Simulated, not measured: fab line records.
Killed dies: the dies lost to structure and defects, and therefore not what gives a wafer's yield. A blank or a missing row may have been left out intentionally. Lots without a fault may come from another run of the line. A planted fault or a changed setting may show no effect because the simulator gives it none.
Split-lot study / flow rit_cmos / 5 lots, 23 wafers read, on a route of 202 steps

ABOUT THE SPLIT
At RIT_NWELL_COAT_01 (resist thk 1300 nm), the setting spin_rpm was moved away from the recipe's 2000 rpm on 6 of the 23 wafers read, by +4.2% to +6.9%. This setting was run at the recipe's value on the other wafers.

FROM THE SPLIT TO THE READING: what the file shows between them, 3 steps
- RIT_NWELL_SOFTBAKE_02: time 60 s
- RIT_NWELL_EXPOSE_03: exposes mask M2, target cd 43900 nm
- RIT_NWELL_DEVELOP_05: develop time 68 s

THE READING
NOVOLAK_of_NWELL_COAT_01.thk_nm (the simulator's own value, which no gauge read), in nm, at RIT_NWELL_HARDBAKE_07 (time 120 s). There is no usual value for it anywhere in the file. Here, 17 wafers ran the recipe; their average is 1138 nm with a standard deviation of 5.7 nm.

wafer=L078.2; tool, chamber at the split=litho_track-04, 0; spin_rpm as run, rpm=2124; against the recipe=+6.2%; NOVOLAK_of_NWELL_COAT_01.thk_nm, nm=1102; against lot-mates on the recipe=-35
wafer=L078.3; tool, chamber at the split=litho_track-04, 0; spin_rpm as run, rpm=2124; against the recipe=+6.2%; NOVOLAK_of_NWELL_COAT_01.thk_nm, nm=1102; against lot-mates on the recipe=-35
wafer=L078.4; tool, chamber at the split=litho_track-04, 0; spin_rpm as run, rpm=2000; against the recipe=recipe; NOVOLAK_of_NWELL_COAT_01.thk_nm, nm=1141; against lot-mates on the recipe=-
wafer=L078.5; tool, chamber at the split=litho_track-04, 0; spin_rpm as run, rpm=2000; against the recipe=recipe; NOVOLAK_of_NWELL_COAT_01.thk_nm, nm=1132; against lot-mates on the recipe=-
wafer=L078.6; tool, chamber at the split=litho_track-04, 0; spin_rpm as run, rpm=2000; against the recipe=recipe; NOVOLAK_of_NWELL_COAT_01.thk_nm, nm=1137; against lot-mates on the recipe=-
wafer=L079.2; tool, chamber at the split=litho_track-01, 0; spin_rpm as run, rpm=2000; against the recipe=recipe; NOVOLAK_of_NWELL_COAT_01.thk_nm, nm=1137; against lot-mates on the recipe=-
wafer=L079.3; tool, chamber at the split=litho_track-01, 0; spin_rpm as run, rpm=2000; against the recipe=recipe; NOVOLAK_of_NWELL_COAT_01.thk_nm, nm=1139; against lot-mates on the recipe=-
wafer=L079.6; tool, chamber at the split=litho_track-01, 0; spin_rpm as run, rpm=2000; against the recipe=recipe; NOVOLAK_of_NWELL_COAT_01.thk_nm, nm=1135; against lot-mates on the recipe=-
wafer=L080.1; tool, chamber at the split=litho_track-04, 0; spin_rpm as run, rpm=2000; against the recipe=recipe; NOVOLAK_of_NWELL_COAT_01.thk_nm, nm=1149; against lot-mates on the recipe=-
wafer=L080.4; tool, chamber at the split=litho_track-04, 0; spin_rpm as run, rpm=2000; against the recipe=recipe; NOVOLAK_of_NWELL_COAT_01.thk_nm, nm=1149; against lot-mates on the recipe=-
wafer=L080.6; tool, chamber at the split=litho_track-04, 0; spin_rpm as run, rpm=2000; against the recipe=recipe; NOVOLAK_of_NWELL_COAT_01.thk_nm, nm=1149; against lot-mates on the recipe=-
wafer=L080.2; tool, chamber at the split=litho_track-04, 0; spin_rpm as run, rpm=2085; against the recipe=+4.2%; NOVOLAK_of_NWELL_COAT_01.thk_nm, nm=1124; against lot-mates on the recipe=-25
wafer=L080.5; tool, chamber at the split=litho_track-04, 0; spin_rpm as run, rpm=2085; against the recipe=+4.2%; NOVOLAK_of_NWELL_COAT_01.thk_nm, nm=1123; against lot-mates on the recipe=-26
wafer=L083.1; tool, chamber at the split=litho_track-03, 0; spin_rpm as run, rpm=2138; against the recipe=+6.9%; NOVOLAK_of_NWELL_COAT_01.thk_nm, nm=1094; against lot-mates on the recipe=-40
wafer=L083.2; tool, chamber at the split=litho_track-03, 0; spin_rpm as run, rpm=2138; against the recipe=+6.9%; NOVOLAK_of_NWELL_COAT_01.thk_nm, nm=1095; against lot-mates on the recipe=-39
wafer=L083.3; tool, chamber at the split=litho_track-03, 0; spin_rpm as run, rpm=2000; against the recipe=recipe; NOVOLAK_of_NWELL_COAT_01.thk_nm, nm=1134; against lot-mates on the recipe=-
wafer=L083.4; tool, chamber at the split=litho_track-03, 0; spin_rpm as run, rpm=2000; against the recipe=recipe; NOVOLAK_of_NWELL_COAT_01.thk_nm, nm=1134; against lot-mates on the recipe=-
wafer=L083.6; tool, chamber at the split=litho_track-03, 0; spin_rpm as run, rpm=2000; against the recipe=recipe; NOVOLAK_of_NWELL_COAT_01.thk_nm, nm=1133; against lot-mates on the recipe=-
wafer=L084.2; tool, chamber at the split=litho_track-03, 0; spin_rpm as run, rpm=2000; against the recipe=recipe; NOVOLAK_of_NWELL_COAT_01.thk_nm, nm=1134; against lot-mates on the recipe=-
wafer=L084.3; tool, chamber at the split=litho_track-03, 0; spin_rpm as run, rpm=2000; against the recipe=recipe; NOVOLAK_of_NWELL_COAT_01.thk_nm, nm=1133; against lot-mates on the recipe=-
wafer=L084.6; tool, chamber at the split=litho_track-03, 0; spin_rpm as run, rpm=2000; against the recipe=recipe; NOVOLAK_of_NWELL_COAT_01.thk_nm, nm=1133; against lot-mates on the recipe=-
wafer=L084.4; tool, chamber at the split=litho_track-03, 0; spin_rpm as run, rpm=2000; against the recipe=recipe; NOVOLAK_of_NWELL_COAT_01.thk_nm, nm=1135; against lot-mates on the recipe=-
wafer=L084.5; tool, chamber at the split=litho_track-03, 0; spin_rpm as run, rpm=2000; against the recipe=recipe; NOVOLAK_of_NWELL_COAT_01.thk_nm, nm=1137; against lot-mates on the recipe=-

FIT RESULTS
A straight line over all 23 wafers: NOVOLAK_of_NWELL_COAT_01.thk_nm changes by -5.64 nm for each +1% of spin_rpm; r = -0.93; the points scatter about the line by 6.1 nm.
The same after taking each lot's own level away (the mean of its wafers on the recipe; 23 wafers): -5.69 nm for each +1%; r = -0.99; scatter 1.8 nm.
The reading moves by 39 nm for the largest change in spin_rpm, on that fit.
The lots' own levels span 1133.7 to 1149.0 nm, that is 2.7 times the standard deviation above.
So the lot-to-lot level changes the slope little: the two slopes agree.
Check: for one of the wafers moved furthest among these (+6.9%), held out of the fit, the line's prediction against its lot-mates is -39.2 nm. It came out at -39.7 nm against them.

OTHER SPLITS ON THESE WAFERS
Other splits were also applied to these wafers ahead of the reading. Each is held against what the fit with the lots' levels taken away leaves over:
other split on the same wafers=RIT_ACTIVE_OXIDATION_01 temp_c; wafers away from the commonest value=18; r with NOVOLAK_of_NWELL_COAT_01.thk_nm (lot level and that fit taken away)=-0.10
other split on the same wafers=RIT_ACTIVE_CVD_03 temp_c; wafers away from the commonest value=10; r with NOVOLAK_of_NWELL_COAT_01.thk_nm (lot level and that fit taken away)=+0.10
other split on the same wafers=RIT_ACTIVE_EXPOSE_08 dose_mj; wafers away from the commonest value=7; r with NOVOLAK_of_NWELL_COAT_01.thk_nm (lot level and that fit taken away)=-0.05

THE WHOLE CHAIN: every reading that the file lists as answering this split, in the file's order
step=RIT_NWELL_COAT_01; what it does=resist thk 1300 nm; reading=NOVOLAK_of_NWELL_COAT_01.thk_nm (the simulator's own value, which no gauge read); change (the file's fit)=-6.58 nm for each +1% of the setting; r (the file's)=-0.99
step=RIT_NWELL_HARDBAKE_07; what it does=time 120 s; reading=NOVOLAK_of_NWELL_COAT_01.thk_nm (the simulator's own value, which no gauge read); change (the file's fit)=-5.67 nm for each +1% of the setting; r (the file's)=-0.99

FILE'S OWN FIT
NOVOLAK_of_NWELL_COAT_01.thk_nm changes by -5.67 nm for each +1% of spin_rpm, r = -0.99.
